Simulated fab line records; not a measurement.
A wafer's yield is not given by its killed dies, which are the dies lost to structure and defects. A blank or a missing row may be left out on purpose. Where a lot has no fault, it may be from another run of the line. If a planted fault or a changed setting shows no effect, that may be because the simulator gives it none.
The tool behind it: which one? :: flow rit-cmos :: 14 lots with 42 wafers sampled at 4 steps, on a route of 202 steps

== WHAT THE GAUGES READ, wafer by wafer ==
RIT_ACTIVE_THK_MEAS_02.
lot: L636
measured: day 1 17:03
on: film-metro-01
ACTIVE_OXIDE_THK (nm): 47.3 47.6 47.5

lot: L638
measured: day 2 04:24
on: film-metro-03
ACTIVE_OXIDE_THK (nm): 47.5 47.2 46.7

lot: L639
measured: day 2 08:42
on: film-metro-02
ACTIVE_OXIDE_THK (nm): 46.5 45.7 46.3

lot: L640
measured: day 2 14:13
on: film-metro-02
ACTIVE_OXIDE_THK (nm): 47.0 46.9 46.7

lot: L642
measured: day 2 23:43
on: film-metro-03
ACTIVE_OXIDE_THK (nm): 47.5 48.6 47.3

lot: L643
measured: day 3 04:07
on: film-metro-01
ACTIVE_OXIDE_THK (nm): 45.4 44.9 45.9

lot: L649
measured: day 4 10:40
on: film-metro-02
ACTIVE_OXIDE_THK (nm): 47.3 47.1 47.9

lot: L652
measured: day 5 02:56
on: film-metro-02
ACTIVE_OXIDE_THK (nm): 46.9 46.8 47.2

lot: L653
measured: day 5 06:23
on: film-metro-01
ACTIVE_OXIDE_THK (nm): 46.7 46.5 47.7

lot: L654
measured: day 5 14:54
on: film-metro-01
ACTIVE_OXIDE_THK (nm): 46.0 46.5 46.0

lot: L655
measured: day 5 16:04
on: film-metro-01
ACTIVE_OXIDE_THK (nm): 47.5 47.4 47.4

lot: L656
measured: day 5 21:58
on: film-metro-02
ACTIVE_OXIDE_THK (nm): 45.5 45.5 46.6

lot: L657
measured: day 6 03:43
on: film-metro-02
ACTIVE_OXIDE_THK (nm): 47.1 46.9 47.2

lot: L658
measured: day 6 07:04
on: film-metro-03
ACTIVE_OXIDE_THK (nm): 45.8 45.9 46.0

RIT_WELLDRIVE_RS_MEAS_02: a four-point-probe measurement.
lot: L636
measured: day 2 15:13
on: film-metro-03
PWELL_RS (ohm/sq): 428.3 428.9 429.3

lot: L638
measured: day 2 23:40
on: film-metro-04
PWELL_RS (ohm/sq): 429.9 429.5 429.5

lot: L639
measured: day 3 04:55
on: film-metro-01
PWELL_RS (ohm/sq): 427.5 428.6 428.5

lot: L640
measured: day 3 09:21
on: film-metro-03
PWELL_RS (ohm/sq): 427.4 426.7 427.3

lot: L642
measured: day 3 18:06
on: film-metro-01
PWELL_RS (ohm/sq): 429.3 430.8 431.6

lot: L643
measured: day 3 22:18
on: film-metro-03
PWELL_RS (ohm/sq): 428.5 429.4 427.1

lot: L649
measured: day 5 04:19
on: film-metro-04
PWELL_RS (ohm/sq): 430.7 429.5 431.0

lot: L652
measured: day 5 23:17
on: film-metro-03
PWELL_RS (ohm/sq): 427.6 427.6 426.5

lot: L653
measured: day 6 04:22
on: film-metro-03
PWELL_RS (ohm/sq): 427.6 428.7 427.1

lot: L654
measured: day 6 10:02
on: film-metro-04
PWELL_RS (ohm/sq): 432.2 430.5 430.6

lot: L655
measured: day 6 11:09
on: film-metro-01
PWELL_RS (ohm/sq): 431.9 430.2 429.6

lot: L656
measured: day 6 15:06
on: film-metro-01
PWELL_RS (ohm/sq): 429.8 429.8 430.0

lot: L657
measured: day 6 21:20
on: film-metro-04
PWELL_RS (ohm/sq): 429.7 430.6 432.5

lot: L658
measured: day 7 03:31
on: film-metro-04
PWELL_RS (ohm/sq): 429.4 429.3 428.9

RIT_PRETRO_TW_MEAS_10.
lot: L636
measured: day 2 18:38
on: film-metro-01
PRETRO_TW: 472 468 469

lot: L638
measured: day 3 03:10
on: film-metro-01
PRETRO_TW: 472 470 471

lot: L639
measured: day 3 08:16
on: film-metro-01
PRETRO_TW: 473 472 472

lot: L640
measured: day 3 12:37
on: film-metro-02
PRETRO_TW: 479 481 479

lot: L642
measured: day 3 21:23
on: film-metro-01
PRETRO_TW: 472 472 471

lot: L643
measured: day 4 01:34
on: film-metro-04
PRETRO_TW: 480 481 480

lot: L649
measured: day 5 07:43
on: film-metro-02
PRETRO_TW: 474 474 476

lot: L652
measured: day 6 02:26
on: film-metro-04
PRETRO_TW: 478 481 478

lot: L653
measured: day 6 07:38
on: film-metro-02
PRETRO_TW: 478 473 477

lot: L654
measured: day 6 13:19
on: film-metro-04
PRETRO_TW: 479 479 478

lot: L655
measured: day 6 14:26
on: film-metro-02
PRETRO_TW: 476 474 472

lot: L656
measured: day 6 18:30
on: film-metro-01
PRETRO_TW: 475 475 474

lot: L657
measured: day 7 00:36
on: film-metro-01
PRETRO_TW: 475 474 471

lot: L658
measured: day 7 06:54
on: film-metro-01
PRETRO_TW: 477 473 473

== WHAT TOOL EACH LOT RAN ON (gives the tool, then ch and the chambers of the sampled wafers, and finally the start) ==
lot: L636
RIT_PRETRO_STRIP_09: plasma-asher-01 ch 0,1, day 2 18:28

lot: L638
RIT_PRETRO_STRIP_09: plasma-asher-03 ch 0,1, day 3 02:58

lot: L639
RIT_PRETRO_STRIP_09: plasma-asher-03 ch 0,1, day 3 08:06

lot: L640
RIT_PRETRO_STRIP_09: plasma-asher-01 ch 0,1, day 3 12:28

lot: L642
RIT_PRETRO_STRIP_09: plasma-asher-03 ch 0,1, day 3 21:13

lot: L643
RIT_PRETRO_STRIP_09: plasma-asher-04 ch 0,1, day 4 01:23

lot: L649
RIT_PRETRO_STRIP_09: plasma-asher-01 ch 0,1, day 5 07:32

lot: L652
RIT_PRETRO_STRIP_09: plasma-asher-01 ch 0,1, day 6 02:15

lot: L653
RIT_PRETRO_STRIP_09: plasma-asher-01 ch 0,1, day 6 07:26

lot: L654
RIT_PRETRO_STRIP_09: plasma-asher-01 ch 0,1, day 6 13:08

lot: L655
RIT_PRETRO_STRIP_09: plasma-asher-01 ch 0,1, day 6 14:16

lot: L656
RIT_PRETRO_STRIP_09: plasma-asher-01 ch 0,1, day 6 18:19

lot: L657
RIT_PRETRO_STRIP_09: plasma-asher-03 ch 0, day 7 00:25

lot: L658
RIT_PRETRO_STRIP_09: plasma-asher-03 ch 0,1, day 7 06:46
- RIT_PRETRO_STRIP_09: strips in O2, time 180 s.

== WHAT THE TOOLS THEMSELVES READ (means of the sampled wafers that have a number; where no wafer has one, the mark that the record gives instead) ==
RIT_PRETRO_STRIP_09.
lot: L636
tool: plasma-asher-01
chamber-pressure-mTorr (mTorr): 3998
drypump-motor-current-A (A): 6.1
rf-refl-power-W (W): 6.7

lot: L638
tool: plasma-asher-03
chamber-pressure-mTorr (mTorr): 4001
drypump-motor-current-A (A): 6.0
rf-refl-power-W (W): 8.0

lot: L639
tool: plasma-asher-03
chamber-pressure-mTorr (mTorr): 3997
drypump-motor-current-A (A): 6.0
rf-refl-power-W (W): 8.2

lot: L640
tool: plasma-asher-01
chamber-pressure-mTorr (mTorr): 4000
drypump-motor-current-A (A): 5.9
rf-refl-power-W (W): 6.6

lot: L642
tool: plasma-asher-03
chamber-pressure-mTorr (mTorr): -
drypump-motor-current-A (A): -
rf-refl-power-W (W): -

lot: L643
tool: plasma-asher-04
chamber-pressure-mTorr (mTorr): -
drypump-motor-current-A (A): -
rf-refl-power-W (W): -

lot: L649
tool: plasma-asher-01
chamber-pressure-mTorr (mTorr): 4001
drypump-motor-current-A (A): 6.1
rf-refl-power-W (W): 6.8

lot: L652
tool: plasma-asher-01
chamber-pressure-mTorr (mTorr): 4002
drypump-motor-current-A (A): 6.1
rf-refl-power-W (W): 6.6

lot: L653
tool: plasma-asher-01
chamber-pressure-mTorr (mTorr): 4002
drypump-motor-current-A (A): 6.2
rf-refl-power-W (W): 6.5

lot: L654
tool: plasma-asher-01
chamber-pressure-mTorr (mTorr): 3999
drypump-motor-current-A (A): 5.9
rf-refl-power-W (W): 6.7

lot: L655
tool: plasma-asher-01
chamber-pressure-mTorr (mTorr): 4001
drypump-motor-current-A (A): 6.2
rf-refl-power-W (W): 6.6

lot: L656
tool: plasma-asher-01
chamber-pressure-mTorr (mTorr): 4001
drypump-motor-current-A (A): 5.8
rf-refl-power-W (W): 6.5

lot: L657
tool: plasma-asher-03
chamber-pressure-mTorr (mTorr): 3999
drypump-motor-current-A (A): 5.9
rf-refl-power-W (W): 8.8

lot: L658
tool: plasma-asher-03
chamber-pressure-mTorr (mTorr): 3998
drypump-motor-current-A (A): 6.0
rf-refl-power-W (W): 8.1

== THE ANSWER, worked out from the rows above alone ==
Rule: usual is defined by the lots themselves. Put in order of their means at a reading, lots are off if they are a third of the lots or fewer, leave a main group of 4 or more, and stand apart from it by a gap of 3 or more times the standard deviation of the main group's means; of several such gaps the widest counts. A main group is skipped when, at the precision printed for the reading in the tables above, its means are all equal. A lot without any number at a reading at which 4 lots or more have one is off too. The other lots that the step has rows for count as sound. Order of review: gauges by route order, followed by the tools' own readings, for which a lot's mean as printed above is used. At the first step where some lot is off, the reading lying furthest off is the one used; lots without a number count as furthest.
Off: L642, L643, at RIT_PRETRO_STRIP_09 (chamber-pressure-mTorr). Without a number there: L642, L643. For the main group the mean is 4000 mTorr and the standard deviation 1.6.
If a tool, at that step or one of the process steps before it, ran each lot that is off and ran no sound lot following the first of them, it fits. Of those tried, none fits.

== WHAT THE SIMULATOR HAD INSERTED ==
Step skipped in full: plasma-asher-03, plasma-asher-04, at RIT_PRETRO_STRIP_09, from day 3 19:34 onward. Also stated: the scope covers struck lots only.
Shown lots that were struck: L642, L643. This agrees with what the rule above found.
